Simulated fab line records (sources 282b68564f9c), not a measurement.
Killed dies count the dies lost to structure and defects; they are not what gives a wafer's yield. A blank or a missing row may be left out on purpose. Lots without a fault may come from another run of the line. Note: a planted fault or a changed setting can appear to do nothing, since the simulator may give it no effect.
Code-filled problem report in 8D (eight disciplines) form | flow ritCmos | the parts of the form that need people (team, actions taken, sign-off) are left out

== 1. PROBLEM STATEMENT ==
Mean PLDD_RS at RIT_SDANNEAL_RS_MEAS_06: 183.8 ohm/sq over 6 wafers in 2 lots; fault-free wafers: 178.7 ohm/sq, standard deviation 0.52. Relative to the usual mean, that is a shift of +9.8 standard deviations.
The step: measures by four-point-probe.
First seen on wafer L304.1, day 5 23:09, on filmMetro-02. At this step, 42 wafers from 14 lots have a number in the record. Rule for "out", or "out of limits": more than 4 standard deviations from the usual mean. All remaining wafers that have a number are taken as sound.

== 2. WHAT IT IS, AND WHAT IT ISN'T ==
question                    | is                         | is not
which readings at this step | PLDD_RS                    | -
which lots                  | L304, L307                 | L293, L294, L296, L297, L299, L300, L301, L303, L305, L306, L308, L312
which wafers of those lots  | all that have a number     | -
read on which gauges        | filmMetro-02, filmMetro-03 | filmMetro-04
when                        | from day 5 23:09           | up to then (24 sound wafers); but 12 sound wafers of L305, L306, L308, L312 came after

== 3. SUSPECTS, AND WHAT RULES EACH OUT ==
Counting: a tool at a process step up to the reading stays a suspect if it ran every lot that is out and no sound lot after the first of them.
- the gauge at RIT_SDANNEAL_RS_MEAS_06 is ruled out. 2 gauges (filmMetro-02, filmMetro-03) read the wafers that are out.
- implanter-01 at RIT_PLDD_IMPLANT_08: kept. All lots that are out passed through it, beginning with L304 at day 5 16:26, and no sound lot followed; its final sound lot before that point was L303 at day 5 10:14.
The count leaves implanter-01 at RIT_PLDD_IMPLANT_08.

== 4. THE CAUSE (what the simulator had put in) ==
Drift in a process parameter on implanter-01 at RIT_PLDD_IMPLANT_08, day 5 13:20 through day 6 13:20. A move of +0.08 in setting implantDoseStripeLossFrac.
Only this tool survived the counting.

== 5. THE EFFECT CHAIN, in route order ==
One row per reading whose mean, taken over the struck wafers that have a number, lies over 3 standard deviations from the usual. Readings are gone through only where the record gives a usual standard deviation; hours: the median, over the lots, of the time from a lot's start at the first step in this table giving one to that lot's start at this step; sigmas: the change measured in usual standard deviations.
hours | step                    | reading | usual        | on struck wafers | change | sigmas
0     | RIT_PLDD_TW_MEAS_10     | PLDD_TW | 2348         | 2309             | -39    | -3.0
6     | RIT_SDANNEAL_RS_MEAS_06 | PLDD_RS | 178.7 ohm/sq | 183.8            | +5.1   | +9.8

== 6. HOW IT WOULD HAVE BEEN CAUGHT EARLIER ==
The first out-of-limits reading at a measuring or inspecting step in this record came at day 5 23:09, 10 hours after the fault's start at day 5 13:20.
Lots out: 2; of these, L307 started RIT_PLDD_IMPLANT_08 on implanter-01 after day 5 23:09. A hold on the tool at that time would have spared it.
